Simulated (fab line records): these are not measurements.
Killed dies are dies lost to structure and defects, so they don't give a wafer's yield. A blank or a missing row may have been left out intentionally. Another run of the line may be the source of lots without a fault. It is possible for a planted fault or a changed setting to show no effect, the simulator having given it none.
fab line records | flow rit_cmos
record: lots: 12 | wafers: 36 | last_day: 8
route steps=202 shown GATE@83 NSD@139 M1@193
lots that met no fault: taken from a fault-free run of the same line
start_h: start of the lot's first displayed wafer, in hours after the record's first day | wait_h: hours from the lot's prior step to this one | " repeats the value in the row above | L1.1+2: a row that stands for several wafers | - no value present, or no start provided | * or withheld: withheld | < > ~ a bound
route shown NAME@n: NAME is a module with steps in the file, n the number in the route of the first one | usual: average and standard deviation across the fault-free wafers | same: alike in all rows | chamber/n: place in a boat | sites: the reading at each site | _std_site: the values' standard deviation | _edge_site: mean of outer sites minus mean of inner sites | radius_mm: how far each site lies from the wafer's centre | mask NAME#n: copy n | behind: the most recent tool/chamber to have shaped the wafer | hold: reason for holding the lot/hours on hold/outcome of the hold | device: which transistor (n, p or np) failed to switch | end of line: tests of these same wafers at the route's end | where a step has no rows: the recipe by itself | killed: at the first sort, the dies lost to defects and structure; wafer yield is something else | map: a wafer's dies, marking killed ones x, the rest . and places with no die _
set.NAME: setting as actually run; set.NAME@STEP: the setting as run at that earlier step | model.NAME: the simulator's own value behind a step, which no gauge read
one table for each step of the route and one row for each wafer, over a sample of lots
services: a tool's chamber out of use, with start hour (start_h, from the record's first day; less than 0 if before it), hours out, and reason
== steps ==
step: RIT_GATE_THK_MEAS_07
recipe: reads: SiO2_of_GATE_OXIDATION_05
usual: GATE_OXIDE_THK: 3.02/0.063
lot.wafer | tool          | chamber | start_h | wait_h | GATE_OXIDE_THK[nm]
L571.1    | film_metro-01 | -       | 39.37   | 0.0    | 3.09
L571.5    | "             | -       | "       | "      | 3.16
L571.6    | "             | -       | "       | "      | 3.06
L572.4    | film_metro-02 | -       | 49.32   | 0.0    | 2.94
L572.5    | "             | -       | "       | "      | 3.00
L572.6    | "             | -       | "       | "      | 2.98
L573.3    | film_metro-04 | -       | 53.21   | 0.0    | 3.06
L573.4    | "             | -       | "       | "      | 3.00
L573.5    | "             | -       | "       | "      | 3.00
L575.2    | film_metro-01 | -       | 64.39   | 0.0    | 3.13
L575.4    | "             | -       | "       | "      | 3.11
L575.6    | "             | -       | "       | "      | 3.12
L576.1    | film_metro-02 | -       | 69.57   | 0.0    | 3.01
L576.3    | "             | -       | "       | "      | 3.02
L576.4    | "             | -       | "       | "      | 2.99
L581.3    | film_metro-01 | -       | 94.46   | 0.0    | 3.04
L581.4    | "             | -       | "       | "      | 3.09
L581.5    | "             | -       | "       | "      | 3.11
L583.1    | film_metro-01 | -       | 103.34  | 0.0    | 3.06
L583.2    | "             | -       | "       | "      | 3.04
L583.5    | "             | -       | "       | "      | 3.04
L584.2    | film_metro-01 | -       | 107.71  | 0.0    | 3.03
L584.3    | "             | -       | "       | "      | 3.02
L584.4    | "             | -       | "       | "      | 3.04
L585.1    | film_metro-04 | -       | 109.34  | 0.0    | 3.01
L585.4    | "             | -       | "       | "      | 3.16
L585.6    | "             | -       | "       | "      | 3.08
L586.4    | film_metro-02 | -       | 115.50  | 0.0    | 2.96
L586.5    | "             | -       | "       | "      | 3.01
L586.6    | "             | -       | "       | "      | 2.97
L592.3    | film_metro-04 | -       | 147.35  | 0.0    | 3.01
L592.5    | "             | -       | "       | "      | 3.04
L592.6    | "             | -       | "       | "      | 3.03
L593.1    | film_metro-01 | -       | 153.79  | 0.0    | 3.03
L593.2    | "             | -       | "       | "      | 3.08
L593.4    | "             | -       | "       | "      | 3.07
step: RIT_GATE_CD_MEAS_90
recipe: target_cd_nm: 150
usual: cd_nm: 149.5/2.3
lot.wafer | tool      | chamber | start_h | wait_h | cd_nm
L571.1    | cd_sem-02 | -       | 42.81   | 0.1    | 150.2
L571.5    | "         | -       | "       | "      | 148.0
L571.6    | "         | -       | "       | "      | 149.2
L572.4    | cd_sem-02 | -       | 52.65   | 0.1    | 147.1
L572.5    | "         | -       | "       | "      | 146.9
L572.6    | "         | -       | "       | "      | 146.4
L573.3    | cd_sem-02 | -       | 56.41   | 0.1    | 152.2
L573.4    | "         | -       | "       | "      | 151.3
L573.5    | "         | -       | "       | "      | 150.6
L575.2    | cd_sem-02 | -       | 68.44   | 0.1    | 153.0
L575.4    | "         | -       | "       | "      | 151.1
L575.6    | "         | -       | "       | "      | 151.3
L576.1    | cd_sem-02 | -       | 73.69   | 0.1    | 148.2
L576.3    | "         | -       | "       | "      | 147.1
L576.4    | "         | -       | "       | "      | 146.9
L581.3    | cd_sem-01 | -       | 97.79   | 0.1    | 148.0
L581.4    | "         | -       | "       | "      | 149.3
L581.5    | "         | -       | "       | "      | 148.1
L583.1    | cd_sem-01 | -       | 107.07  | 0.1    | 149.3
L583.2    | "         | -       | "       | "      | 149.5
L583.5    | "         | -       | "       | "      | 150.4
L584.2    | cd_sem-02 | -       | 111.39  | 0.1    | 148.6
L584.3    | "         | -       | "       | "      | 146.5
L584.4    | "         | -       | "       | "      | 148.3
L585.1    | cd_sem-01 | -       | 112.83  | 0.1    | 150.4
L585.4    | "         | -       | "       | "      | 151.1
L585.6    | "         | -       | "       | "      | 150.6
L586.4    | cd_sem-02 | -       | 119.00  | 0.1    | 150.9
L586.5    | "         | -       | "       | "      | 152.2
L586.6    | "         | -       | "       | "      | 149.7
L592.3    | cd_sem-02 | -       | 150.63  | 0.1    | 147.3
L592.5    | "         | -       | "       | "      | 146.9
L592.6    | "         | -       | "       | "      | 148.7
L593.1    | cd_sem-02 | -       | 157.09  | 0.1    | 153.4
L593.2    | "         | -       | "       | "      | 152.4
L593.4    | "         | -       | "       | "      | 149.8
step: RIT_NSD_IMPLANT_08
recipe: species: P | energy_kev: 25 | dose_cm2: 1e+15 | tilt_deg: 7
usual: beam_on_s: 10.01/0.22 | faraday_current_uA: 3132/69
lot.wafer | tool         | chamber | start_h | wait_h | beam_on_s | faraday_current_uA
L571.1    | implanter-02 | 0       | 54.58   | 0.1    | 9.76      | 3216
L571.5    | "            | 0       | "       | "      | 9.80      | 3191
L571.6    | "            | 0       | "       | "      | 9.93      | 3151
L572.4    | implanter-03 | 0       | 66.39   | 0.1    | 10.06     | 3139
L572.5    | "            | 0       | "       | "      | 10.11     | 3091
L572.6    | "            | 0       | "       | "      | 9.98      | 3153
L573.3    | implanter-01 | 0       | 66.60   | 0.1    | 10.23     | 3067
L573.4    | "            | 0       | "       | "      | 10.51     | 2997
L573.5    | "            | 0       | "       | "      | 9.61      | 3246
L575.2    | implanter-01 | 0       | 80.78   | 0.1    | 10.08     | 3101
L575.4    | "            | 0       | "       | "      | 9.83      | 3176
L575.6    | "            | 0       | "       | "      | 10.06     | 3112
L576.1    | implanter-03 | 0       | 85.53   | 0.1    | 9.84      | 3184
L576.3    | "            | 0       | "       | "      | 10.33     | 3014
L576.4    | "            | 0       | "       | "      | 9.97      | 3136
L581.3    | implanter-01 | 0       | 109.10  | 0.1    | 14.13     | 2219
L581.4    | "            | 0       | "       | "      | 14.72     | 2123
L581.5    | "            | 0       | "       | "      | 13.51     | 2314
L583.1    | implanter-03 | 0       | 117.14  | 0.1    | 9.95      | 3147
L583.2    | "            | 0       | "       | "      | 9.80      | 3182
L583.5    | "            | 0       | "       | "      | 9.78      | 3209
L585.1    | implanter-02 | 0       | 122.99  | 0.1    | 10.29     | 3045
L585.4    | "            | 0       | "       | "      | 9.94      | 3149
L585.6    | "            | 0       | "       | "      | 9.90      | 3152
L584.2    | implanter-01 | 0       | 123.19  | 0.1    | 14.57     | 2152
L584.3    | "            | 0       | "       | "      | 14.60     | 2152
L584.4    | "            | 0       | "       | "      | 14.21     | 2197
L586.4    | implanter-02 | 0       | 131.14  | 0.1    | 10.19     | 3062
L586.5    | "            | 0       | "       | "      | 10.11     | 3092
L586.6    | "            | 0       | "       | "      | 9.54      | 3258
L592.3    | implanter-03 | 0       | 161.86  | 0.1    | 9.91      | 3176
L592.5    | "            | 0       | "       | "      | 10.10     | 3082
L592.6    | "            | 0       | "       | "      | 10.31     | 3048
L593.1    | implanter-03 | 0       | 171.02  | 0.1    | 10.26     | 3044
L593.2    | "            | 0       | "       | "      | 10.01     | 3126
L593.4    | "            | 0       | "       | "      | 9.86      | 3160
step: RIT_NSD_TW_MEAS_10
usual: NSD_TW: 3100/19
lot.wafer | tool          | chamber | start_h | wait_h | hold                     | NSD_TW
L571.1    | film_metro-04 | -       | 54.91   | 0.1    | -                        | 3070
L571.5    | "             | -       | "       | "      | -                        | 3068
L571.6    | "             | -       | "       | "      | -                        | 3065
L572.4    | film_metro-04 | -       | 66.67   | 0.1    | -                        | 3073
L572.5    | "             | -       | "       | "      | -                        | 3073
L572.6    | "             | -       | "       | "      | -                        | 3060
L573.3    | film_metro-03 | -       | 66.90   | 0.1    | -                        | 3090
L573.4    | "             | -       | "       | "      | -                        | 3102
L573.5    | "             | -       | "       | "      | -                        | 3100
L575.2    | film_metro-03 | -       | 81.09   | 0.1    | -                        | 3115
L575.4    | "             | -       | "       | "      | -                        | 3097
L575.6    | "             | -       | "       | "      | -                        | 3108
L576.1    | film_metro-03 | -       | 85.85   | 0.1    | -                        | 3108
L576.3    | "             | -       | "       | "      | -                        | 3112
L576.4    | "             | -       | "       | "      | -                        | 3098
L581.3    | film_metro-01 | -       | 109.39  | 0.1    | await_dispo/0.2h/release | 3329
L581.4    | "             | -       | "       | "      | await_dispo/0.2h/release | 3313
L581.5    | "             | -       | "       | "      | await_dispo/0.2h/release | 3318
L581.3    | film_metro-01 | -       | 109.62  | 0.2    | -                        | 3309
L581.4    | "             | -       | "       | "      | -                        | 3332
L581.5    | "             | -       | "       | "      | -                        | 3331
L583.1    | film_metro-01 | -       | 117.46  | 0.1    | -                        | 3104
L583.2    | "             | -       | "       | "      | -                        | 3102
L583.5    | "             | -       | "       | "      | -                        | 3106
L585.1    | film_metro-04 | -       | 123.32  | 0.1    | -                        | 3098
L585.4    | "             | -       | "       | "      | -                        | 3099
L585.6    | "             | -       | "       | "      | -                        | 3097
L584.2    | film_metro-04 | -       | 123.50  | 0.1    | await_dispo/0.2h/release | 3332
L584.3    | "             | -       | "       | "      | await_dispo/0.2h/release | 3335
L584.4    | "             | -       | "       | "      | await_dispo/0.2h/release | 3323
L584.2    | film_metro-04 | -       | 123.73  | 0.2    | -                        | 3302
L584.3    | "             | -       | "       | "      | -                        | 3315
L584.4    | "             | -       | "       | "      | -                        | 3325
L586.4    | film_metro-04 | -       | 131.42  | 0.1    | -                        | 3097
L586.5    | "             | -       | "       | "      | -                        | 3108
L586.6    | "             | -       | "       | "      | -                        | 3101
L592.3    | film_metro-03 | -       | 162.16  | 0.1    | -                        | 3094
L592.5    | "             | -       | "       | "      | -                        | 3098
L592.6    | "             | -       | "       | "      | -                        | 3107
L593.1    | film_metro-01 | -       | 171.35  | 0.1    | -                        | 3147
L593.2    | "             | -       | "       | "      | -                        | 3148
L593.4    | "             | -       | "       | "      | -                        | 3124
step: RIT_SDANNEAL_RS_MEAS_05
recipe: thk_meas_gauge: four-point-probe
usual: NSD_RS: 84.46/0.28
lot.wafer | tool          | chamber | start_h | wait_h | hold                     | NSD_RS[ohm/sq]
L571.1    | film_metro-03 | -       | 57.07   | 0.1    | -                        | 84.24
L571.5    | "             | -       | "       | "      | -                        | 84.03
L571.6    | "             | -       | "       | "      | -                        | 83.99
L572.4    | film_metro-04 | -       | 68.96   | 0.1    | -                        | 84.66
L572.5    | "             | -       | "       | "      | -                        | 84.45
L572.6    | "             | -       | "       | "      | -                        | 84.23
L573.3    | film_metro-03 | -       | 69.27   | 0.1    | -                        | 84.36
L573.4    | "             | -       | "       | "      | -                        | 84.16
L573.5    | "             | -       | "       | "      | -                        | 84.31
L575.2    | film_metro-03 | -       | 83.25   | 0.1    | -                        | 84.51
L575.4    | "             | -       | "       | "      | -                        | 84.35
L575.6    | "             | -       | "       | "      | -                        | 84.41
L576.1    | film_metro-01 | -       | 88.14   | 0.1    | -                        | 84.42
L576.3    | "             | -       | "       | "      | -                        | 84.27
L576.4    | "             | -       | "       | "      | -                        | 84.59
L581.3    | film_metro-01 | -       | 115.45  | 0.1    | await_dispo/0.2h/release | 64.42
L581.4    | "             | -       | "       | "      | await_dispo/0.2h/release | 64.32
L581.5    | "             | -       | "       | "      | await_dispo/0.2h/release | 64.25
L581.3    | film_metro-01 | -       | 115.74  | 0.3    | -                        | 64.36
L581.4    | "             | -       | "       | "      | -                        | 64.30
L581.5    | "             | -       | "       | "      | -                        | 64.30
L583.1    | film_metro-01 | -       | 119.74  | 0.1    | -                        | 84.23
L583.2    | "             | -       | "       | "      | -                        | 84.15
L583.5    | "             | -       | "       | "      | -                        | 84.07
L585.1    | film_metro-04 | -       | 125.42  | 0.1    | -                        | 85.05
L585.4    | "             | -       | "       | "      | -                        | 84.60
L585.6    | "             | -       | "       | "      | -                        | 84.65
L586.4    | film_metro-04 | -       | 133.52  | 0.1    | -                        | 84.05
L586.5    | "             | -       | "       | "      | -                        | 84.24
L586.6    | "             | -       | "       | "      | -                        | 84.43
L584.2    | film_metro-03 | -       | 133.62  | 0.2    | await_dispo/0.2h/release | 64.30
L584.3    | "             | -       | "       | "      | await_dispo/0.2h/release | 64.19
L584.4    | "             | -       | "       | "      | await_dispo/0.2h/release | 64.16
L584.2    | film_metro-03 | -       | 133.90  | 0.3    | -                        | 64.38
L584.3    | "             | -       | "       | "      | -                        | 64.16
L584.4    | "             | -       | "       | "      | -                        | 64.19
L592.3    | film_metro-04 | -       | 164.20  | 0.1    | -                        | 84.67
L592.5    | "             | -       | "       | "      | -                        | 84.76
L592.6    | "             | -       | "       | "      | -                        | 84.48
L593.1    | film_metro-01 | -       | 173.50  | 0.1    | -                        | 84.11
L593.2    | "             | -       | "       | "      | -                        | 84.00
L593.4    | "             | -       | "       | "      | -                        | 84.21
step: RIT_M1_CD_MEAS_09
recipe: target_cd_nm: 2600
usual: cd_nm: 2599.3/2.1
lot.wafer | tool      | chamber | start_h | wait_h | cd_nm
L571.1    | cd_sem-01 | -       | 61.80   | -      | 2598.4
L571.5    | "         | -       | "       | "      | 2599.2
L571.6    | "         | -       | "       | "      | 2598.8
L572.4    | cd_sem-02 | -       | 73.63   | -      | 2600.4
L572.5    | "         | -       | "       | "      | 2600.4
L572.6    | "         | -       | "       | "      | 2600.8
L573.3    | cd_sem-02 | -       | 74.06   | -      | 2598.9
L573.4    | "         | -       | "       | "      | 2601.1
L573.5    | "         | -       | "       | "      | 2600.0
L575.2    | cd_sem-02 | -       | 87.98   | -      | 2595.1
L575.4    | "         | -       | "       | "      | 2597.0
L575.6    | "         | -       | "       | "      | 2599.4
L576.1    | cd_sem-02 | -       | 92.94   | -      | 2598.2
L576.3    | "         | -       | "       | "      | 2599.5
L576.4    | "         | -       | "       | "      | 2600.1
L583.1    | cd_sem-01 | -       | 124.43  | -      | 2599.1
L583.2    | "         | -       | "       | "      | 2598.0
L583.5    | "         | -       | "       | "      | 2597.1
L585.1    | cd_sem-01 | -       | 129.91  | -      | 2600.9
L585.4    | "         | -       | "       | "      | 2599.4
L585.6    | "         | -       | "       | "      | 2599.7
L586.4    | cd_sem-01 | -       | 138.54  | -      | 2599.9
L586.5    | "         | -       | "       | "      | 2599.2
L586.6    | "         | -       | "       | "      | 2601.2
L592.3    | cd_sem-02 | -       | 168.82  | -      | 2601.0
L592.5    | "         | -       | "       | "      | 2602.6
L592.6    | "         | -       | "       | "      | 2600.9
L593.1    | cd_sem-02 | -       | 177.97  | -      | 2599.7
L593.2    | "         | -       | "       | "      | 2600.1
L593.4    | "         | -       | "       | "      | 2600.7
step: RIT_M1_PROBE_99
usual: defect_limited_yield: 97.1/1.1 | killed_at_contacts: 0.0/0.16 | killed_at_front_end: 7.5/2.8 | killed_dies: 7.6/2.9 | killed_on_rim: 2.1/1.4 | killed_open: 3.7/2 | killed_short: 3.8/2 | sort_bin_3_pad_short: 0.1/0.25 | sort_bin_5_function: 1.6/0.85 | sort_bin_6_memory: 1.1/0.62 | sort_n_pass: 256.4/2.9 | sort_yield_pct: 97.1/1.1
same: gross_dies: 264 | killed_at_M0_to_M3: 0 | killed_at_M4_up: 0 | killed_at_back_side: 0 | killed_at_other: 0
lot.wafer | tool      | chamber | start_h | wait_h | defect_limited_yield[%] | killed_at_contacts | killed_at_front_end | killed_dies | killed_on_rim | killed_open | killed_short | sort_bin_3_pad_short[%] | sort_bin_5_function[%] | sort_bin_6_memory[%] | sort_n_pass | sort_yield_pct[%]
L571.1    | prober-01 | -       | 64.49   | 0.1    | 96.2                    | 0                  | 10                  | 10          | 3             | 5           | 5            | 0                       | 2.7                    | 1.1                  | 254.0       | 96.2
L571.5    | prober-01 | -       | 64.69   | 0.2    | 97.0                    | 0                  | 8                   | 8           | 3             | 6           | 2            | 0                       | 1.9                    | 1.1                  | 256.0       | 97.0
L571.6    | prober-01 | -       | 64.74   | 0.2    | 98.9                    | 0                  | 3                   | 3           | 1             | 1           | 2            | 0                       | 1.1                    | 0                    | 261.0       | 98.9
L572.4    | prober-02 | -       | 76.55   | 0.2    | 96.6                    | 0                  | 9                   | 9           | 3             | 3           | 6            | 1.1                     | 1.5                    | 0.8                  | 255.0       | 96.6
L572.5    | prober-02 | -       | 76.60   | 0.2    | 95.8                    | 0                  | 11                  | 11          | 1             | 5           | 6            | 0.8                     | 1.9                    | 1.5                  | 253.0       | 95.8
L572.6    | prober-02 | -       | 76.65   | 0.2    | 97.0                    | 0                  | 8                   | 8           | 2             | 6           | 2            | 0                       | 2.7                    | 0.4                  | 256.0       | 97.0
L573.3    | prober-01 | -       | 78.00   | 0.2    | 96.2                    | 0                  | 10                  | 10          | 4             | 4           | 6            | 1.1                     | 1.5                    | 1.1                  | 254.0       | 96.2
L573.4    | prober-01 | -       | 78.05   | 0.2    | 97.0                    | 0                  | 8                   | 8           | 1             | 4           | 4            | 0.4                     | 1.5                    | 1.1                  | 256.0       | 97.0
L573.5    | prober-01 | -       | 78.10   | 0.2    | 97.3                    | 0                  | 7                   | 7           | 1             | 4           | 3            | 0.4                     | 1.5                    | 0.8                  | 257.0       | 97.3
L575.2    | prober-01 | -       | 90.67   | 0.1    | 96.2                    | 0                  | 10                  | 10          | 4             | 4           | 6            | 0                       | 3.0                    | 0.8                  | 254.0       | 96.2
L575.4    | prober-01 | -       | 90.77   | 0.2    | 97.7                    | 0                  | 6                   | 6           | 1             | 2           | 4            | 0.4                     | 1.1                    | 0.8                  | 258.0       | 97.7
L575.6    | prober-01 | -       | 90.87   | 0.2    | 97.7                    | 0                  | 6                   | 6           | 1             | 4           | 2            | 0                       | 1.5                    | 0.8                  | 258.0       | 97.7
L576.1    | prober-02 | -       | 95.60   | 0.1    | 95.5                    | 0                  | 12                  | 12          | 4             | 7           | 5            | 0                       | 3.0                    | 1.5                  | 252.0       | 95.5
L576.3    | prober-02 | -       | 95.70   | 0.2    | 98.5                    | 0                  | 4                   | 4           | 1             | 2           | 2            | 0                       | 1.1                    | 0.4                  | 260.0       | 98.5
L576.4    | prober-02 | -       | 95.75   | 0.2    | 99.2                    | 0                  | 2                   | 2           | 0             | 0           | 2            | 0.4                     | 0                      | 0.4                  | 262.0       | 99.2
L583.1    | prober-02 | -       | 127.09  | 0.1    | 96.2                    | 0                  | 10                  | 10          | 1             | 7           | 3            | 0                       | 2.3                    | 1.5                  | 254.0       | 96.2
L583.2    | prober-02 | -       | 127.14  | 0.1    | 97.7                    | 0                  | 6                   | 6           | 2             | 1           | 5            | 0                       | 0.8                    | 1.5                  | 258.0       | 97.7
L583.5    | prober-02 | -       | 127.29  | 0.2    | 97.3                    | 0                  | 7                   | 7           | 3             | 4           | 3            | 0                       | 1.9                    | 0.8                  | 257.0       | 97.3
L585.1    | prober-01 | -       | 132.58  | 0.1    | 96.6                    | 0                  | 9                   | 9           | 2             | 5           | 4            | 0                       | 2.3                    | 1.1                  | 255.0       | 96.6
L585.4    | prober-01 | -       | 132.73  | 0.2    | 97.0                    | 0                  | 8                   | 8           | 3             | 4           | 4            | 0                       | 2.7                    | 0.4                  | 256.0       | 97.0
L585.6    | prober-01 | -       | 132.83  | 0.2    | 95.8                    | 0                  | 11                  | 11          | 4             | 8           | 3            | 0                       | 2.3                    | 1.9                  | 253.0       | 95.8
L586.4    | prober-01 | -       | 141.29  | 0.2    | 98.5                    | 0                  | 4                   | 4           | 2             | 2           | 2            | 0                       | 1.5                    | 0                    | 260.0       | 98.5
L586.5    | prober-01 | -       | 141.34  | 0.2    | 98.1                    | 1                  | 4                   | 5           | 2             | 2           | 3            | 0                       | 1.1                    | 0.8                  | 259.0       | 98.1
L586.6    | prober-01 | -       | 141.39  | 0.2    | 97.7                    | 0                  | 6                   | 6           | 1             | 5           | 1            | 0                       | 1.1                    | 1.1                  | 258.0       | 97.7
L592.3    | prober-01 | -       | 171.54  | 0.2    | 96.2                    | 0                  | 10                  | 10          | 3             | 3           | 6            | 0.4                     | 2.3                    | 1.1                  | 254.0       | 96.2
L592.5    | prober-01 | -       | 171.64  | 0.2    | 99.2                    | 0                  | 2                   | 2           | 0             | 0           | 1            | 0                       | 0                      | 0.8                  | 262.0       | 99.2
L592.6    | prober-01 | -       | 171.69  | 0.2    | 94.7                    | 1                  | 13                  | 14          | 2             | 8           | 6            | 0                       | 2.3                    | 3.0                  | 250.0       | 94.7
L593.1    | prober-02 | -       | 180.63  | 0.1    | 95.1                    | 0                  | 13                  | 13          | 5             | 5           | 8            | 0.4                     | 2.7                    | 1.9                  | 251.0       | 95.1
L593.2    | prober-02 | -       | 180.68  | 0.1    | 96.6                    | 0                  | 9                   | 9           | 3             | 4           | 5            | 0                       | 1.1                    | 2.3                  | 255.0       | 96.6
L593.4    | prober-02 | -       | 180.78  | 0.2    | 97.7                    | 0                  | 6                   | 6           | 1             | 4           | 2            | 0                       | 0.8                    | 1.5                  | 258.0       | 97.7
killed by level:class
L571.1 REOX:geometric_particle:short=3 REOX:geometric_particle:open=2 SILICIDE:geometric_particle:short=2 GATE:geometric_particle:open=1 SPACER:geometric_particle:open=1 SILICIDE:geometric_particle:open=1
L571.5 GATE:geometric_particle:open=3 SILICIDE:geometric_particle:open=2 FOX2:geometric_particle:open=1 REOX:geometric_particle:short=1 SILICIDE:geometric_particle:short=1
L571.6 FOX1:geometric_particle:open=1 FOX2:geometric_particle:short=1 GATE:geometric_particle:short=1
L572.4 REOX:geometric_particle:short=2 ACTIVE:geometric_particle:short=1 FOX1:geometric_particle:open=1 FOX1:geometric_particle:short=1 FOX2:geometric_particle:short=1 GATE:geometric_particle:short=1 SPACER:geometric_particle:open=1 SILICIDE:geometric_particle:open=1
L572.5 FOX1:geometric_particle:open=2 FOX1:geometric_particle:short=2 GATE:geometric_particle:short=2 SPACER:geometric_particle:short=2 GATE:geometric_particle:open=1 SPACER:geometric_particle:open=1 SILICIDE:geometric_particle:open=1
L572.6 GATE:geometric_particle:short=2 GATE:geometric_particle:open=2 SPACER:geometric_particle:open=2 SILICIDE:geometric_particle:open=2
L573.3 GATE:geometric_particle:short=3 GATE:geometric_particle:open=2 FOX2:geometric_particle:open=1 FOX2:geometric_particle:short=1 REOX:geometric_particle:short=1 SPACER:geometric_particle:short=1 SILICIDE:geometric_particle:open=1
L573.4 FOX2:geometric_particle:short=2 REOX:geometric_particle:short=2 SPACER:geometric_particle:open=2 GATE:geometric_particle:open=1 REOX:geometric_particle:open=1
L573.5 GATE:geometric_particle:open=2 SPACER:geometric_particle:short=2 FOX2:geometric_particle:open=1 GATE:geometric_particle:short=1 SPACER:geometric_particle:open=1
L575.2 GATE:geometric_particle:short=3 GATE:geometric_particle:open=2 REOX:geometric_particle:open=2 ACTIVE:geometric_particle:short=1 FOX1:geometric_particle:short=1 SILICIDE:geometric_particle:short=1
L575.4 GATE:geometric_particle:open=2 REOX:geometric_particle:short=2 SPACER:geometric_particle:short=2
L575.6 GATE:geometric_particle:open=2 FOX2:geometric_particle:short=1 GATE:geometric_particle:short=1 REOX:geometric_particle:open=1 SILICIDE:geometric_particle:open=1
L576.1 GATE:geometric_particle:open=4 FOX2:geometric_particle:open=2 SILICIDE:geometric_particle:short=2 FOX1:geometric_particle:short=1 FOX1:geometric_particle:open=1 GATE:geometric_particle:short=1 SPACER:geometric_particle:short=1
L576.3 SPACER:geometric_particle:open=2 GATE:geometric_particle:short=1 REOX:geometric_particle:short=1
L576.4 FOX1:geometric_particle:short=1 GATE:geometric_particle:short=1
L583.1 GATE:geometric_particle:open=4 REOX:geometric_particle:open=2 GATE:geometric_particle:short=1 SPACER:geometric_particle:short=1 SPACER:geometric_particle:open=1 SILICIDE:geometric_particle:short=1
L583.2 FOX2:geometric_particle:short=2 GATE:geometric_particle:short=2 REOX:geometric_particle:open=1 SILICIDE:geometric_particle:short=1
L583.5 GATE:geometric_particle:open=2 GATE:geometric_particle:short=2 FOX1:geometric_particle:short=1 FOX2:geometric_particle:open=1 SILICIDE:geometric_particle:open=1
L585.1 GATE:geometric_particle:short=2 FOX1:geometric_particle:open=1 FOX2:geometric_particle:open=1 FOX2:geometric_particle:short=1 GATE:geometric_particle:open=1 REOX:geometric_particle:open=1 SPACER:geometric_particle:short=1 SILICIDE:geometric_particle:open=1
L585.4 GATE:geometric_particle:open=2 REOX:geometric_particle:open=2 FOX1:geometric_particle:short=1 GATE:geometric_particle:short=1 REOX:geometric_particle:short=1 SPACER:geometric_particle:short=1
L585.6 REOX:geometric_particle:open=4 SPACER:geometric_particle:open=3 REOX:geometric_particle:short=2 FOX1:geometric_particle:open=1 GATE:geometric_particle:short=1
L586.4 GATE:geometric_particle:open=1 GATE:geometric_particle:short=1 SPACER:geometric_particle:open=1 SPACER:geometric_particle:short=1
L586.5 REOX:geometric_particle:short=2 GATE:geometric_particle:short=1 GATE:geometric_particle:open=1 CONTACT:geometric_particle:open=1
L586.6 GATE:geometric_particle:open=3 FOX1:geometric_particle:open=1 FOX2:geometric_particle:open=1 GATE:geometric_particle:short=1
L592.3 GATE:geometric_particle:short=4 ACTIVE:geometric_particle:open=1 FOX1:geometric_particle:short=1 GATE:geometric_particle:open=1 REOX:geometric_particle:short=1 SPACER:geometric_particle:open=1 NRETRO:coat_microbubble_printed=1
L592.5 GATE:geometric_particle:short=1 NRETRO:coat_microbubble_printed=1
L592.6 GATE:geometric_particle:open=4 FOX2:geometric_particle:short=3 GATE:geometric_particle:short=2 SPACER:geometric_particle:open=2 FOX1:geometric_particle:open=1 SPACER:geometric_particle:short=1 CONTACT:geometric_particle:open=1
L593.1 FOX1:geometric_particle:short=3 GATE:geometric_particle:short=3 GATE:geometric_particle:open=3 FOX2:geometric_particle:short=1 REOX:geometric_particle:open=1 REOX:geometric_particle:short=1 SPACER:geometric_particle:open=1
L593.2 GATE:geometric_particle:open=3 SPACER:geometric_particle:short=3 FOX1:geometric_particle:short=1 FOX1:geometric_particle:open=1 REOX:geometric_particle:short=1
L593.4 GATE:geometric_particle:open=3 GATE:geometric_particle:short=2 SILICIDE:geometric_particle:open=1
== services ==
tool         | chamber | start_h | hours | kind
implanter-01 | -       | 32.45   | 2.3   | repair
implanter-03 | -       | 78.52   | 5.1   | repair
implanter-03 | -       | 121.64  | 3.7   | repair
implanter-03 | -       | 134.88  | 18.7  | repair
implanter-02 | -       | 155.88  | 8.4   | repair
implanter-02 | -       | 163.87  | 1.5   | repair
implanter-01 | -       | 169.80  | 2.1   | repair
== key ==
first_sign: step: RIT_NSD_IMPLANT_08 | reading: beam_on_s | direction: up | sigmas: 19 | usual: 10.01 | struck: 14.29
effect: step: RIT_NSD_IMPLANT_08 | reading: faraday_current_uA | direction: down | sigmas: 14 | usual: 3132 | struck: 2193
effect: step: RIT_NSD_TW_MEAS_10 | reading: visit | direction: added
effect: step: RIT_NSD_TW_MEAS_10 | reading: NSD_TW | direction: up | sigmas: 12 | usual: 3100 | struck: 3325
effect: step: RIT_SDANNEAL_RS_MEAS_05 | reading: visit | direction: added
effect: step: RIT_SDANNEAL_RS_MEAS_05 | reading: NSD_RS | direction: down | sigmas: 71 | usual: 84.46 | struck: 64.27
met_at RIT_NSD_IMPLANT_08
struck_lots L581,L584
scrapped_behind RIT_SDANNEAL_RS_MEAS_05 L581.3,L581.4,L581.5,L584.2,L584.3,L584.4
not_acting_at RIT_GATE_THK_MEAS_07,RIT_GATE_CD_MEAS_90,RIT_M1_CD_MEAS_09
onset_between 80.78 109.10
fault: kind: process_parameter_drift | tool: implanter-01 | chamber: - | onset_h: 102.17 | steps: RIT_NSD_IMPLANT_08 | channel: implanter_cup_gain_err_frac | offset: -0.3 | shape: step | end_h: 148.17
